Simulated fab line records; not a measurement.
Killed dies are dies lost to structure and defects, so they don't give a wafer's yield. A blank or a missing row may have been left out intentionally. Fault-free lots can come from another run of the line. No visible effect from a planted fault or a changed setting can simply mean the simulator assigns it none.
A struck lot beside a sound one :: flow ritCmos :: 15 steps out of a route of 202
Sound: these wafers, L929.1, L929.4, L929.6. Struck: wafer L939.2 (left out: L939.4, L939.6 of the same lot, which were not struck); the cause appears at the end.
At each step with rows: each side's tool, then ch and its chambers, then its first start. Under that, the readings that differ: sound wafers :: struck wafers :: difference of the means :: sigmas: that difference in standard deviations of wafers without a fault.
alike: same words and numbers on both sides, and readings whose means sit less than 2 such deviations apart. not compared: any withheld reading, any reading some wafer has no value for, any bound like >300 that may hide the same value, and any number with overlapping values for which the record gives no deviation.
Wherever a step has rows on one side only, a row that says differs or no value, or a row with sigmas, the two part there. Non-overlapping numbers with no deviation appear without sigmas and do not part them. A reading that every wafer of one side lacks parts them only if that side has two wafers or more.

first, 1 step without rows for these wafers: RIT_ACTIVE_OXIDATION_01 (target thk 46.8 nm, ox time 3360 s).
RIT_ACTIVE_THK_MEAS_02:
  sound on filmMetro-04 at day 4 05:03; struck on filmMetro-03 at day 6 07:04
  alike: ACTIVE_OXIDE_THK
then, 1 step without rows for these wafers: RIT_ACTIVE_CVD_03 (deposits Si3N4 from SiH2Cl2/NH3, target thk 150 nm, time 1500 s).
RIT_ACTIVE_THK_MEAS_04:
  sound on filmMetro-04 at day 4 06:32; struck on filmMetro-02 at day 6 08:32
  alike: ACTIVE_NITRIDE_THK
then, 6 steps without rows for these wafers: RIT_ACTIVE_HMDS_05 (prime time 60 s); RIT_ACTIVE_COAT_06 (resist thk 1000 nm); RIT_ACTIVE_SOFTBAKE_07 (time 60 s); RIT_ACTIVE_EXPOSE_08 (exposes mask M1, target cd 1400 nm); RIT_ACTIVE_PEB_09; RIT_ACTIVE_DEVELOP_10 (develop time 50 s).
RIT_ACTIVE_CD_MEAS_11 targets a cd of 1400 nm.
  sound on cdSem-01 at day 4 07:26; struck on cdSem-01 at day 6 09:35
  alike: cdNm
then, 1 step without rows for these wafers: RIT_ACTIVE_HARDBAKE_12 (time 60 s).
RIT_ACTIVE_ETCH_13: etches Si3N4 in SF6, stops on SiO2, time 210 s, target depth 210 nm.
  sound on rieDiel-02 ch 0,1,2, day 4 07:43; struck on rieDiel-04 ch 3, day 6 09:50
reading: chamberPressureMTorr (mTorr)
sound: 259.90 259.78 260.30
struck: 208.25
difference: -51.74
sigmas: -99 or more

reading: oesProductAu (a.u.)
sound: 0.791 0.816 0.822
struck: 0.852
difference: +0.042
sigmas: +3
  alike: drypumpMotorCurrentA, throttleValvePct
  not compared: rfHoursCounterH
RIT_ACTIVE_STRIP_14: strips in O2, time 180 s.
  sound on plasmaAsher-02 ch 0,1, day 4 07:50; struck on plasmaAsher-02 ch 1, day 6 09:58
  alike: drypumpMotorCurrentA, rfReflPowerW
  not compared: rfHoursCounterH
RIT_M1_PROBE_99:
  sound on prober-02 at day 6 03:35; struck on prober-02 at day 8 06:23
reading: killedAtContacts
sound: 0 0 0
struck: 1
difference: +1
sigmas: +4
  alike: killedAtFrontEnd, killedDies, killedOpen, killedShort

== WHERE THEY PART ==
At RIT_ACTIVE_ETCH_13 first; at RIT_M1_PROBE_99 last (within this record only).

WHY: the cause the simulator had injected
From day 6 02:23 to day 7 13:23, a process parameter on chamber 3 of rieDiel-04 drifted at RIT_ACTIVE_ETCH_13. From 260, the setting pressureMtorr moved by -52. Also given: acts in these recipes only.
